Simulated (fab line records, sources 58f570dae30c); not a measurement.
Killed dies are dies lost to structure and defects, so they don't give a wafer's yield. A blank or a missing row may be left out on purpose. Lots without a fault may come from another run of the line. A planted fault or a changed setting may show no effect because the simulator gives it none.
Which tool did it? | flow berkeley_cmos170 | 13 lots, 39 wafers sampled, at 5 steps of a route of 331

WHAT THE GAUGES READ, wafer by wafer
UCB170_ACTIVE_CD_MEAS_13: target cd 1200 nm.
lot  | measured     | on        | cd_nm (nm)
L283 | day 4 12:12  | cd_sem-02 | 1199.7 1200.8 1199.2
L284 | day 5 04:25  | cd_sem-02 | 1200.1 1200.5 1200.7
L287 | day 5 20:35  | cd_sem-01 | 1201.1 1198.8 1200.6
L288 | day 6 01:50  | cd_sem-02 | 1201.5 1201.1 1201.5
L290 | day 6 11:18  | cd_sem-02 | 1199.1 1199.1 1198.9
L296 | day 7 23:10  | cd_sem-01 | 1189.3 1194.2 1189.5
L297 | day 7 23:25  | cd_sem-02 | 1199.2 1197.2 1198.7
L300 | day 8 16:58  | cd_sem-02 | 1198.6 1199.1 1199.1
L298 | day 8 17:04  | cd_sem-01 | 1200.4 1201.4 1201.5
L302 | day 9 04:36  | cd_sem-01 | 1200.6 1199.9 1200.1
L303 | day 9 04:59  | cd_sem-01 | 1202.8 1202.1 1201.1
L306 | day 9 16:01  | cd_sem-01 | 1201.8 1202.3 1201.0
L305 | day 10 09:24 | cd_sem-02 | 1202.0 1202.1 1201.6

UCB170_V1_THK_MEAS_04.
lot  | measured     | on            | V1_POLISHED_THK (nm)
L283 | day 7 23:35  | film_metro-04 | 999.6 996.6 998.8
L284 | day 9 02:22  | film_metro-02 | 997.0 996.6 998.6
L287 | day 9 20:03  | film_metro-01 | 996.0 998.9 999.1
L288 | day 9 19:45  | film_metro-04 | 999.3 997.8 999.7
L290 | day 9 23:51  | film_metro-04 | 999.2 1001.1 999.2
L296 | day 11 14:08 | film_metro-04 | 997.5 998.1 996.1
L297 | day 11 15:28 | film_metro-01 | 997.3 999.5 1000.3
L300 | day 12 00:41 | film_metro-02 | 997.7 1001.7 999.6
L298 | day 11 23:20 | film_metro-04 | 996.7 998.3 1000.6
L302 | day 12 18:06 | film_metro-02 | 998.1 1000.3 998.4
L303 | day 12 13:06 | film_metro-02 | 999.8 998.0 999.0
L306 | day 13 07:24 | film_metro-01 | 999.1 998.7 1003.4
L305 | day 14 16:33 | film_metro-02 | 1002.7 999.9 1000.9

WHICH TOOL RAN EACH LOT (tool, then ch and the chambers of the sampled wafers, then the start)
lot  | UCB170_ACTIVE_EXPOSE_10           | UCB170_BACKSIDE_STRIP_03             | UCB170_SDANNEAL_RTA_00
L283 | krf_scanner-02 ch 0, day 4 11:17  | plasma_asher-03 ch 0,1, day 7 08:48  | rtp_anneal-02 ch 0, day 7 09:40
L284 | krf_scanner-02 ch 0, day 5 03:41  | plasma_asher-03 ch 0,1, day 8 14:28  | rtp_anneal-02 ch 0, day 8 14:45
L287 | krf_scanner-02 ch 0, day 5 19:59  | plasma_asher-01 ch 0,1, day 9 06:12  | rtp_anneal-02 ch 0, day 9 08:47
L288 | krf_scanner-02 ch 0, day 6 01:23  | plasma_asher-03 ch 0,1, day 9 05:36  | rtp_anneal-01 ch 0, day 9 08:47
L290 | krf_scanner-02 ch 0, day 6 10:55  | plasma_asher-03 ch 0,1, day 9 11:55  | rtp_anneal-01 ch 0, day 9 12:49
L296 | krf_scanner-02 ch 0, day 7 22:47  | plasma_asher-03 ch 0,1, day 11 01:08 | rtp_anneal-01 ch 0, day 11 01:26
L297 | krf_scanner-01 ch 0, day 7 23:01  | plasma_asher-01 ch 0,1, day 11 01:26 | rtp_anneal-02 ch 0, day 11 01:43
L300 | krf_scanner-01 ch 0, day 8 16:34  | plasma_asher-01 ch 0,1, day 11 11:17 | rtp_anneal-02 ch 0, day 11 11:35
L298 | krf_scanner-01 ch 0, day 8 16:40  | plasma_asher-04 ch 0,1, day 11 11:05 | rtp_anneal-01 ch 0, day 11 11:24
L302 | krf_scanner-01 ch 0, day 9 03:44  | plasma_asher-01 ch 0,1, day 12 06:22 | rtp_anneal-01 ch 0, day 12 06:38
L303 | krf_scanner-01 ch 0, day 9 04:13  | plasma_asher-01 ch 0,1, day 12 01:42 | rtp_anneal-02 ch 0, day 12 01:59
L306 | krf_scanner-01 ch 0, day 9 15:38  | plasma_asher-03 ch 0,1, day 12 21:50 | rtp_anneal-01 ch 0, day 12 22:07
L305 | krf_scanner-01 ch 0, day 10 08:46 | plasma_asher-03 ch 1, day 14 03:27   | rtp_anneal-01 ch 0, day 14 03:46
- UCB170_ACTIVE_EXPOSE_10: exposes mask ACTIVE, target cd 1200 nm.
- UCB170_BACKSIDE_STRIP_03: strips in O2.
- UCB170_SDANNEAL_RTA_00: time 10 s.

WHAT THE TOOLS THEMSELVES READ (means of the sampled wafers that have a number; where no wafer has one, the mark that the record gives instead)
UCB170_ACTIVE_EXPOSE_10.
lot  | tool           | exposure_dose_mJ_cm2 | focus_offset_nm (nm)
L283 | krf_scanner-02 | 19.987               | -0.3
L284 | krf_scanner-02 | 20.010               | 0.7
L287 | krf_scanner-02 | 19.947               | -0.1
L288 | krf_scanner-02 | 19.976               | 0.0
L290 | krf_scanner-02 | 19.950               | -0.4
L296 | krf_scanner-02 | 19.808               | 0.2
L297 | krf_scanner-01 | 19.973               | 0.8
L300 | krf_scanner-01 | 19.993               | 0.6
L298 | krf_scanner-01 | 19.989               | 0.5
L302 | krf_scanner-01 | 19.977               | -0.9
L303 | krf_scanner-01 | 19.958               | 0.2
L306 | krf_scanner-01 | 19.976               | -0.0
L305 | krf_scanner-01 | 19.995               | 0.4

UCB170_BACKSIDE_STRIP_03.
lot  | tool            | drypump_motor_current_A (A) | oes_product_au (a.u.) | strip_time_to_endpoint_s (s)
L283 | plasma_asher-03 | 5.56                        | 0.736                 | 22.00
L284 | plasma_asher-03 | 5.62                        | 0.734                 | 21.96
L287 | plasma_asher-01 | 5.65                        | 0.739                 | 22.02
L288 | plasma_asher-03 | 5.61                        | 0.739                 | 21.97
L290 | plasma_asher-03 | 5.59                        | 0.735                 | 21.93
L296 | plasma_asher-03 | 5.56                        | 0.728                 | 22.00
L297 | plasma_asher-01 | 5.66                        | 0.731                 | 21.99
L300 | plasma_asher-01 | 5.66                        | 0.732                 | 22.10
L298 | plasma_asher-04 | 5.75                        | 0.738                 | 21.91
L302 | plasma_asher-01 | 5.66                        | 0.734                 | 21.97
L303 | plasma_asher-01 | 5.66                        | 0.737                 | 22.01
L306 | plasma_asher-03 | 5.63                        | 0.734                 | 22.06
L305 | plasma_asher-03 | 5.67                        | 0.736                 | 21.90

UCB170_SDANNEAL_RTA_00.
lot  | tool          | lamp_power_pct (%) | wafer_temp_C_max
L283 | rtp_anneal-02 | 26.4               | 902.1
L284 | rtp_anneal-02 | 26.4               | 903.3
L287 | rtp_anneal-02 | 26.4               | 903.5
L288 | rtp_anneal-01 | 23.7               | 903.1
L290 | rtp_anneal-01 | 23.6               | 904.2
L296 | rtp_anneal-01 | 23.6               | 902.9
L297 | rtp_anneal-02 | 26.4               | 902.5
L300 | rtp_anneal-02 | 26.4               | 902.9
L298 | rtp_anneal-01 | 23.6               | 904.4
L302 | rtp_anneal-01 | 23.6               | 904.3
L303 | rtp_anneal-02 | 26.4               | 902.4
L306 | rtp_anneal-01 | 23.7               | 903.4
L305 | rtp_anneal-01 | 23.6               | 903.1

THE ANSWER, worked out from the rows above alone
Rule: what is usual is taken from the lots themselves. Put in order of their means at a reading, lots are off if they are a third of the lots or fewer, leave a main group of 4 or more, and stand apart from it by a gap of 3 or more times the standard deviation of the main group's means; of several such gaps the widest counts. A main group whose means are all the same, to the digits that the tables above print for the reading, isn't used. A lot without any number at a reading at which 4 lots or more have one is off too. The other lots that the step has rows for count as sound. The gauges are gone through in route order, then the tools' own readings, and for those a lot's mean is taken as printed above. The first step at which some lot is off is used, and at that step the reading that is off furthest; a lot without a number counts as furthest.
Off: L296, at UCB170_ACTIVE_CD_MEAS_13 (cd_nm). The main group: mean 1200.4 nm, standard deviation 1.2.
A tool fits if, at a process step before that reading, it ran every lot that is off, and no sound lot after the first of them. The gauges at UCB170_ACTIVE_CD_MEAS_13 aren't tried: what is off there is off at UCB170_ACTIVE_EXPOSE_10 too, on other tools, and a gauge's error can't cause that. One fits: krf_scanner-02 at UCB170_ACTIVE_EXPOSE_10. Its last sound lot is L290 (day 6 10:55), its first lot that is off L296 (day 7 22:47): a fault that began between those two fits.
The tool's own readings at UCB170_ACTIVE_EXPOSE_10 bear it out: on the lots that are off they differ by more than 5 times the standard deviation of the sound lots' means. exposure_dose_mJ_cm2 reads 19.808 there against 19.978 on the sound lots.

WHAT THE SIMULATOR HAD PUT IN
Process parameter drift: krf_scanner-02, from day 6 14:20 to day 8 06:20, at UCB170_ACTIVE_EXPOSE_10. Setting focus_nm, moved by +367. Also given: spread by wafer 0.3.
Lots struck among those shown: L296. The rule above found the same.
